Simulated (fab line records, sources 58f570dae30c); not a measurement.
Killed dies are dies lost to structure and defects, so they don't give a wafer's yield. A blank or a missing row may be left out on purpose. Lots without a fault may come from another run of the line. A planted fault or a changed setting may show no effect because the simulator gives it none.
Which tool did it? | flow berkeley_cmos170 | 13 lots, 39 wafers sampled, at 4 steps of a route of 331

WHAT THE GAUGES READ, wafer by wafer
UCB170_SDANNEAL_RS_MEAS_05: measures by four-point-probe. Usual: NLDD_RS 615.7 ohm/sq, standard deviation 1.7.
lot  | measured     | on            | NLDD_RS (ohm/sq)  | flag
L195 | day 7 10:38  | film_metro-04 | 616.8 616.9 615.3 |
L196 | day 8 14:53  | film_metro-02 | 616.5 617.5 618.1 |
L197 | day 8 15:05  | film_metro-03 | 617.0 618.0 617.7 |
L198 | day 8 15:16  | film_metro-04 | 614.4 616.2 614.6 |
L205 | day 10 10:53 | film_metro-02 | 616.9 614.7 618.1 |
L207 | day 11 00:42 | film_metro-04 | 614.0 615.8 616.8 |
L208 | day 11 01:02 | film_metro-03 | 617.2 618.1 616.3 |
L209 | day 11 06:41 | film_metro-02 | 612.8 613.4 612.7 |
L210 | day 11 06:10 | film_metro-02 | 615.7 613.6 614.2 |
L211 | day 11 06:32 | film_metro-04 | 617.4 616.1 617.5 |
L216 | day 12 10:14 | film_metro-02 | 611.7 614.5 610.3 |
L217 | day 12 10:07 | film_metro-03 | 616.0 616.4 617.5 |
L218 | day 12 12:11 | film_metro-04 | 617.5 616.9 617.8 |

UCB170_M1_OVL_MEAS_10. Usual: M1_OVL -2 nm, standard deviation 5.5.
lot  | measured     | on         | M1_OVL (nm) | flag
L195 | day 7 17:50  | overlay-01 | -3 -13 1    |
L196 | day 8 21:14  | overlay-02 | -8 -1 -7    |
L197 | day 8 21:30  | overlay-01 | 2 -3 6      |
L198 | day 8 23:08  | overlay-01 | -5 -6 -3    |
L205 | day 10 21:08 | overlay-02 | -1 0 -4     |
L207 | day 11 08:44 | overlay-01 | 7 6 11      |
L208 | day 11 08:57 | overlay-02 | -3 1 3      |
L209 | day 11 16:04 | overlay-01 | -9 -5 -4    |
L210 | day 11 15:50 | overlay-02 | -3 -21 -9   |
L211 | day 11 16:56 | overlay-02 | 4 -4 -11    |
L216 | day 12 20:52 | overlay-01 | -5 -5 -2    |
L217 | day 12 20:08 | overlay-01 | -2 0 1      |
L218 | day 12 21:32 | overlay-01 | -7 -4 -3    |

WHICH TOOL RAN EACH LOT (tool, then ch and the chambers of the sampled wafers, then the start)
lot  | UCB170_GATE_CVD_04          | UCB170_CONTACT_STRIP_06
L195 | lpcvd-02 ch 1, day 6 18:51  | plasma_asher-02 ch 0,1, day 7 14:31
L196 | lpcvd-01 ch 0, day 7 17:34  | plasma_asher-04 ch 0,1, day 8 17:56
L197 | lpcvd-01 ch 1, day 7 17:34  | plasma_asher-02 ch 0,1, day 8 18:07
L198 | lpcvd-01 ch 0, day 7 17:34  | plasma_asher-01 ch 0,1, day 8 19:54
L205 | lpcvd-01 ch 0, day 9 13:06  | plasma_asher-01 ch 0,1, day 10 16:56
L207 | lpcvd-02 ch 1, day 10 00:43 | plasma_asher-02 ch 0,1, day 11 04:32
L208 | lpcvd-02 ch 0, day 10 00:43 | plasma_asher-01 ch 0,1, day 11 04:47
L209 | lpcvd-02 ch 0, day 10 13:37 | plasma_asher-04 ch 0,1, day 11 11:09
L210 | lpcvd-02 ch 1, day 10 13:37 | plasma_asher-04 ch 0,1, day 11 10:55
L211 | lpcvd-02 ch 0, day 10 13:37 | plasma_asher-02 ch 0,1, day 11 11:13
L216 | lpcvd-02 ch 0, day 11 10:43 | plasma_asher-02 ch 0,1, day 12 15:55
L217 | lpcvd-02 ch 1, day 11 10:43 | plasma_asher-04 ch 0, day 12 15:48
L218 | lpcvd-02 ch 0, day 11 10:43 | plasma_asher-01 ch 0,1, day 12 17:22
- UCB170_GATE_CVD_04: deposits poly-Si from SiH4, time 1440 s, target thk 214 nm.
- UCB170_CONTACT_STRIP_06: strips in O2.

WHAT THE TOOLS THEMSELVES READ (means of the sampled wafers that have a number; where no wafer has one, the mark that the record gives instead)
UCB170_GATE_CVD_04. Usual: sih4_flow_sccm 120.0 sccm, standard deviation 0.38.
lot  | tool     | sih4_flow_sccm (sccm) | flag
L195 | lpcvd-02 | 119.7                 |
L196 | lpcvd-01 | 120.2                 |
L197 | lpcvd-01 | 119.6                 |
L198 | lpcvd-01 | 119.9                 |
L205 | lpcvd-01 | 120.3                 |
L207 | lpcvd-02 | 120.6                 |
L208 | lpcvd-02 | 120.2                 |
L209 | lpcvd-02 | 120.0                 |
L210 | lpcvd-02 | 120.1                 |
L211 | lpcvd-02 | 119.6                 |
L216 | lpcvd-02 | 120.1                 |
L217 | lpcvd-02 | 119.9                 |
L218 | lpcvd-02 | 120.0                 |

UCB170_CONTACT_STRIP_06. Usual: drypump_motor_current_A 5.6 A, standard deviation 0.34; oes_product_au 0.734 a.u., standard deviation 0.0044; strip_time_to_endpoint_s 21.97 s, standard deviation 0.055.
lot  | tool            | drypump_motor_current_A (A) | oes_product_au (a.u.) | strip_time_to_endpoint_s (s) | flag
L195 | plasma_asher-02 | 5.8                         | 0.733                 | 21.86                        |
L196 | plasma_asher-04 | 5.7                         | 0.738                 | 21.95                        |
L197 | plasma_asher-02 | 5.8                         | 0.734                 | 21.93                        |
L198 | plasma_asher-01 | 5.5                         | 0.737                 | 22.00                        |
L205 | plasma_asher-01 | 5.5                         | 0.734                 | 21.97                        |
L207 | plasma_asher-02 | 5.8                         | 0.738                 | 21.92                        |
L208 | plasma_asher-01 | 5.6                         | 0.735                 | 22.01                        |
L209 | plasma_asher-04 | 5.3                         | 0.739                 | 22.01                        |
L210 | plasma_asher-04 | 5.4                         | 0.739                 | 22.00                        |
L211 | plasma_asher-02 | 5.8                         | 0.735                 | 21.87                        |
L216 | plasma_asher-02 | 5.8                         | 0.737                 | 21.95                        |
L217 | plasma_asher-04 | 6.1                         | 0.730                 | 21.93                        |
L218 | plasma_asher-01 | 5.6                         | 0.735                 | 21.90                        |

THE ANSWER, worked out from the rows above alone
Rule: a lot is off if the mean of its wafers that have a number lies more than 3 standard deviations from the usual mean. A lot without any number at a reading at which 4 lots or more have one is off too. The other lots that the step has rows for count as sound. The gauges are gone through in route order, then the tools' own readings, and for those a lot's mean is taken as printed above. The first step at which some lot is off is used, and at that step the reading that is off furthest; a lot without a number counts as furthest.
No lot is off at any reading shown: from this, nothing can be told.

WHAT THE SIMULATOR HAD PUT IN
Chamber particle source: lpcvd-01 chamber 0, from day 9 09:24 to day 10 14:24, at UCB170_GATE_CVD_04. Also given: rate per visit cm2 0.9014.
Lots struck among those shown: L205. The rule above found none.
